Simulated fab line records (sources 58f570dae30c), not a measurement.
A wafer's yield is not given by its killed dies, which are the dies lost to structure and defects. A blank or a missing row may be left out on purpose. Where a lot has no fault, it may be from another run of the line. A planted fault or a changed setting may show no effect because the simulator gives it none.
Which tool did it? :: flow berkeley_cmos170 :: 42 wafers from 14 lots sampled at 3 of the route's 331 steps

## WHAT THE GAUGES SHOWED, per wafer
UCB170_PWELL_TW_MEAS_17. Usual: for PWELL_TW the level is 380.8 and the standard deviation is 2.5.
lot: L763
measured: day 3 09:51
on: film_metro-02
PWELL_TW: 380.8 381.7 381.4
flag: 

lot: L762
measured: day 3 10:55
on: film_metro-02
PWELL_TW: 382.0 378.8 381.0
flag: 

lot: L766
measured: day 4 00:14
on: film_metro-03
PWELL_TW: 384.2 383.9 384.0
flag: 

lot: L767
measured: day 4 00:28
on: film_metro-04
PWELL_TW: 378.1 377.2 379.0
flag: 

lot: L764
measured: day 4 00:45
on: film_metro-02
PWELL_TW: 381.0 380.3 381.1
flag: 

lot: L768
measured: day 4 05:20
on: film_metro-04
PWELL_TW: 377.1 379.7 377.3
flag: 

lot: L769
measured: day 4 14:42
on: film_metro-04
PWELL_TW: 378.4 378.1 379.1
flag: 

lot: L771
measured: day 5 00:30
on: film_metro-02
PWELL_TW: 383.3 382.3 382.9
flag: 

lot: L772
measured: day 5 06:29
on: film_metro-03
PWELL_TW: 383.4 382.3 381.5
flag: 

lot: L774
measured: day 5 11:00
on: film_metro-02
PWELL_TW: 382.5 382.9 381.9
flag: 

lot: L778
measured: day 6 16:24
on: film_metro-02
PWELL_TW: 404.5 406.5 404.9
flag: OFF

lot: L780
measured: day 7 14:05
on: film_metro-04
PWELL_TW: 403.9 405.7 403.8
flag: OFF

lot: L782
measured: day 7 19:22
on: film_metro-04
PWELL_TW: 379.2 377.0 376.7
flag: 

lot: L783
measured: day 7 19:37
on: film_metro-03
PWELL_TW: 383.1 384.8 382.2
flag: 

UCB170_SPACER_THK_MEAS_01. Usual: for SPACER_TEOS_THK the level is 377 nm and the standard deviation is 4.8.
lot: L763
measured: day 6 13:58
on: film_metro-01
SPACER_TEOS_THK (nm): 371 370 382
flag: 

lot: L762
measured: day 6 14:20
on: film_metro-01
SPACER_TEOS_THK (nm): 367 368 373
flag: 

lot: L766
measured: day 7 00:50
on: film_metro-02
SPACER_TEOS_THK (nm): 374 376 382
flag: 

lot: L767
measured: day 7 14:22
on: film_metro-03
SPACER_TEOS_THK (nm): 374 381 385
flag: 

lot: L764
measured: day 7 14:00
on: film_metro-02
SPACER_TEOS_THK (nm): 376 385 379
flag: 

lot: L768
measured: day 7 14:22
on: film_metro-01
SPACER_TEOS_THK (nm): 376 376 380
flag: 

lot: L769
measured: day 8 04:04
on: film_metro-02
SPACER_TEOS_THK (nm): 372 371 375
flag: 

lot: L771
measured: day 8 13:00
on: film_metro-03
SPACER_TEOS_THK (nm): 378 379 384
flag: 

lot: L772
measured: day 8 21:12
on: film_metro-03
SPACER_TEOS_THK (nm): 380 376 381
flag: 

lot: L774
measured: day 9 11:37
on: film_metro-01
SPACER_TEOS_THK (nm): 377 372 382
flag: 

lot: L778
measured: day 10 08:40
on: film_metro-03
SPACER_TEOS_THK (nm): 377 383 379
flag: 

lot: L780
measured: day 11 05:43
on: film_metro-02
SPACER_TEOS_THK (nm): 369 379 374
flag: 

lot: L782
measured: day 11 05:09
on: film_metro-03
SPACER_TEOS_THK (nm): 372 373 377
flag: 

lot: L783
measured: day 11 05:26
on: film_metro-03
SPACER_TEOS_THK (nm): 377 384 381
flag: 

## WHAT TOOL EACH LOT RAN ON (gives the tool, then ch and the chambers of the sampled wafers, and finally the start)
lot: L763
UCB170_PWELL_IMPLANT_15: implanter-01 ch 0, day 3 09:37

lot: L762
UCB170_PWELL_IMPLANT_15: implanter-04 ch 0, day 3 10:40

lot: L766
UCB170_PWELL_IMPLANT_15: implanter-01 ch 0, day 4 00:01

lot: L767
UCB170_PWELL_IMPLANT_15: implanter-04 ch 0, day 4 00:13

lot: L764
UCB170_PWELL_IMPLANT_15: implanter-03 ch 0, day 4 00:31

lot: L768
UCB170_PWELL_IMPLANT_15: implanter-04 ch 0, day 4 05:06

lot: L769
UCB170_PWELL_IMPLANT_15: implanter-01 ch 0, day 4 14:28

lot: L771
UCB170_PWELL_IMPLANT_15: implanter-04 ch 0, day 5 00:16

lot: L772
UCB170_PWELL_IMPLANT_15: implanter-04 ch 0, day 5 06:14

lot: L774
UCB170_PWELL_IMPLANT_15: implanter-04 ch 0, day 5 10:46

lot: L778
UCB170_PWELL_IMPLANT_15: implanter-01 ch 0, day 6 16:10

lot: L780
UCB170_PWELL_IMPLANT_15: implanter-01 ch 0, day 7 13:51

lot: L782
UCB170_PWELL_IMPLANT_15: implanter-03 ch 0, day 7 19:10

lot: L783
UCB170_PWELL_IMPLANT_15: implanter-04 ch 0, day 7 19:23
- UCB170_PWELL_IMPLANT_15

## AS READ BY THE TOOLS THEMSELVES (means over the sampled wafers that have a number; for cases with no such wafer, the mark the record gives instead)
UCB170_PWELL_IMPLANT_15. Usual: dose_ions_cm2 5e+12, standard deviation 5.2e+09; faraday_current_uA 15.8, standard deviation 0.32.
lot: L763
tool: implanter-01
dose_ions_cm2: 5e+12
faraday_current_uA: 15.8
flag: 

lot: L762
tool: implanter-04
dose_ions_cm2: 5e+12
faraday_current_uA: 16.0
flag: 

lot: L766
tool: implanter-01
dose_ions_cm2: 5e+12
faraday_current_uA: 16.1
flag: 

lot: L767
tool: implanter-04
dose_ions_cm2: 5e+12
faraday_current_uA: 15.7
flag: 

lot: L764
tool: implanter-03
dose_ions_cm2: 5e+12
faraday_current_uA: 16.2
flag: 

lot: L768
tool: implanter-04
dose_ions_cm2: 5e+12
faraday_current_uA: 15.5
flag: 

lot: L769
tool: implanter-01
dose_ions_cm2: 5e+12
faraday_current_uA: 15.5
flag: 

lot: L771
tool: implanter-04
dose_ions_cm2: 5e+12
faraday_current_uA: 16.1
flag: 

lot: L772
tool: implanter-04
dose_ions_cm2: 5e+12
faraday_current_uA: 15.9
flag: 

lot: L774
tool: implanter-04
dose_ions_cm2: 5e+12
faraday_current_uA: 15.4
flag: 

lot: L778
tool: implanter-01
dose_ions_cm2: 6e+12
faraday_current_uA: 19.8
flag: OFF

lot: L780
tool: implanter-01
dose_ions_cm2: 6e+12
faraday_current_uA: 19.6
flag: OFF

lot: L782
tool: implanter-03
dose_ions_cm2: 5e+12
faraday_current_uA: 15.6
flag: 

lot: L783
tool: implanter-04
dose_ions_cm2: 5e+12
faraday_current_uA: 15.8
flag: 

## THE ANSWER, worked out from the rows above alone
Rule: take the mean of a lot's wafers that have a number; if it is more than 3 standard deviations from the usual mean, the lot is off. A lot without any number at a reading at which 4 lots or more have one is off too. Any other lot the step has rows for is counted as sound. Order of review: gauges by route order, followed by the tools' own readings, for which a lot's mean as printed above is used. At the first step where some lot is off, the reading lying furthest off is the one used; lots without a number count as furthest.
Off: L778, L780, seen at UCB170_PWELL_TW_MEAS_17 (PWELL_TW).
A tool fits if, at a process step before that reading, it ran every lot that is off, and no sound lot after the first of them. The gauges at UCB170_PWELL_TW_MEAS_17 aren't tried: what is off there is off at UCB170_PWELL_IMPLANT_15 too, on other tools, and a gauge's error can't cause that. One candidate fits, namely implanter-01 at UCB170_PWELL_IMPLANT_15. A fault onset in the window from L769 (day 4 14:28, its last sound lot) to L778 (day 6 16:10, its first lot off) fits.
The tool's own readings at UCB170_PWELL_IMPLANT_15 bear it out: on the lots that are off they differ by more than 5 times the standard deviation of the sound lots' means. dose_ions_cm2 reads 6e+12 there against 5e+12 on the sound lots; faraday_current_uA reads 19.7 there against 15.8 on the sound lots.

## WHAT HAD BEEN PUT IN BY THE SIMULATOR
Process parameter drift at UCB170_PWELL_IMPLANT_15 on implanter-01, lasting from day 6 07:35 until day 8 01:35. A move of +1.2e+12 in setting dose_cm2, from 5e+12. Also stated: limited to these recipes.
Lots struck among those shown: L778, L780. The rule given above showed the same thing.
